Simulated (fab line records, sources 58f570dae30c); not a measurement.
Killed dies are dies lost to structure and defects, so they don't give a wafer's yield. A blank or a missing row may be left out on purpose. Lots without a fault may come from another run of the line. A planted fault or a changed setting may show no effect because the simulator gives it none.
One fault seen from 2 desks | flow berkeley_cmos170 | each desk has only its own numbers; what lay behind them comes last

THE TOOL OWNER'S DESK: litho_track-04
The tool's own readings at UCB170_M3_COAT_09: means of the sampled wafers that have a number, for each lot that ran on this tool. A lot is out of limits, marked OUT, if its mean lies more than 4 standard deviations from the usual mean; the brackets give that distance.
Columns: A = spin_speed_rpm at UCB170_M3_COAT_09, usual 2999.6 rpm
lot  | first seen here | A
L974 | day 8 00:27     | 3002.1
L973 | day 8 01:20     | 3000.6
L977 | day 8 19:33     | 3194.7 (+93) OUT
This desk's finding: out of limits on L977; first on L977, day 8 19:33 (spin_speed_rpm at UCB170_M3_COAT_09). In limits: L974, L973.

THE METROLOGY DESK
What the gauges read, lot by lot, whatever tool the lot ran on: means of the sampled wafers that have a number. A lot is out of limits, marked OUT, if its mean lies more than 4 standard deviations from the usual mean; the brackets give that distance.
Columns: A = V2_POLISHED_THK at UCB170_V2_THK_MEAS_04, usual 1000.3 nm; B = V2_OVL at UCB170_V2_OVL_MEAS_13, usual -2 nm; C = M3_AL_THK at UCB170_M3_THK_MEAS_03, usual 907 nm
lot  | first seen here | A      | B  | C
L974 | day 7 21:42     | 1000.2 | -1 | 904
L973 | day 7 22:24     | 998.4  | -2 | 913
L971 | day 7 22:37     | 1001.7 | -4 | 919
L977 | day 8 16:22     | 1000.6 | -5 | 922
L980 | day 9 12:29     | 999.5  | 1  | 902
L982 | day 10 00:12    | 1001.1 | -1 | 907
L983 | day 10 09:59    | 999.9  | -1 | 900
L985 | day 10 10:21    | 1000.4 | -3 | 901
L984 | day 10 10:37    | 1000.0 | -6 | 905
L987 | day 11 06:59    | 999.3  | -6 | 915
L990 | day 11 23:41    | 1000.0 | 0  | 909
L993 | day 12 06:19    | 1001.8 | -3 | 909
L994 | day 12 16:28    | 1001.8 | -8 | 924
This desk's finding: nothing out of limits on any of the 13 lots.

PUT TOGETHER
The tool owner's desk could have raised an alarm at day 8 19:33, on L977.
The metrology desk saw nothing out of limits.
The metrology desk has L977 on record, within its limits.
Of the lots named, all ran UCB170_M3_COAT_09 on litho_track-04.

WHAT THE SIMULATOR HAD PUT IN
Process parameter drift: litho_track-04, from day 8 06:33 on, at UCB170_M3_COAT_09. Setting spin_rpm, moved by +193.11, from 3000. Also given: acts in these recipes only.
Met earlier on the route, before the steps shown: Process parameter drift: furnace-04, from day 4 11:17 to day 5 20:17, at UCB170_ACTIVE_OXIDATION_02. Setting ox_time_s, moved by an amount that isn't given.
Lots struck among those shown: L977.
Hours from the fault's start to each desk's first reading out of limits: the tool owner's desk, 13.
